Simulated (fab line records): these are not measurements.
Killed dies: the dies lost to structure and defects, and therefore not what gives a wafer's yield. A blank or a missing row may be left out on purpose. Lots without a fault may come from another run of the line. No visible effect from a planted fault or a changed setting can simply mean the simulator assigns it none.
Which tool did it? / flow berkeley cmos170 / 21 wafers from 7 lots sampled at 2 of the route's 331 steps

== WHAT THE GAUGES SHOWED, per wafer ==
UCB170_PSD_OVL_MEAS_07.
lot=L454; measured=day 6 10:49; on=overlay-02; PSD_OVL (nm)=-6 -8 -5
lot=L459; measured=day 7 16:46; on=overlay-01; PSD_OVL (nm)=-2 -3 0
lot=L464; measured=day 9 05:20; on=overlay-02; PSD_OVL (nm)=3 -1 5
lot=L471; measured=day 10 00:37; on=overlay-02; PSD_OVL (nm)=-1 1 5
lot=L474; measured=day 10 20:39; on=overlay-02; PSD_OVL (nm)=-2 -5 9
lot=L477; measured=day 11 04:33; on=overlay-01; PSD_OVL (nm)=-9 -2 -1
lot=L476; measured=day 11 04:26; on=overlay-02; PSD_OVL (nm)=4 -1 -3

== WHICH TOOL RAN EACH LOT (tool, then ch and the chambers of the sampled wafers, then the start) ==
lot=L454; UCB170_NLDD_STRIP_10=plasma asher-02 ch 0,1, day 6 03:55
lot=L459; UCB170_NLDD_STRIP_10=plasma asher-02 ch 0,1, day 7 08:07
lot=L464; UCB170_NLDD_STRIP_10=plasma asher-02 ch 0,1, day 8 23:55
lot=L471; UCB170_NLDD_STRIP_10=plasma asher-01 ch 0,1, day 9 20:58
lot=L474; UCB170_NLDD_STRIP_10=plasma asher-01 ch 1, day 10 14:16
lot=L477; UCB170_NLDD_STRIP_10=plasma asher-02 ch 0,1, day 10 22:48
lot=L476; UCB170_NLDD_STRIP_10=plasma asher-03 ch 0,1, day 11 00:07
- UCB170_NLDD_STRIP_10: strips in O2.

== THE ANSWER, worked out from the rows above alone ==
Rule: usual is defined by the lots themselves. The widest of any qualifying gaps counts: lots, ordered by their means at a reading, are off when they make up no more than a third of the lots, leave a main group of 4 or more, and stand apart from it by 3 or more times the standard deviation of that group's means. A main group is skipped when, at the precision printed for the reading in the tables above, its means are all equal. A lot without any number at a reading at which 4 lots or more have one is off too. Any other lot the step has rows for is counted as sound.
Across all readings shown, no lot is off: no conclusion can be drawn from this.

== WHAT WAS PUT IN BY THE SIMULATOR ==
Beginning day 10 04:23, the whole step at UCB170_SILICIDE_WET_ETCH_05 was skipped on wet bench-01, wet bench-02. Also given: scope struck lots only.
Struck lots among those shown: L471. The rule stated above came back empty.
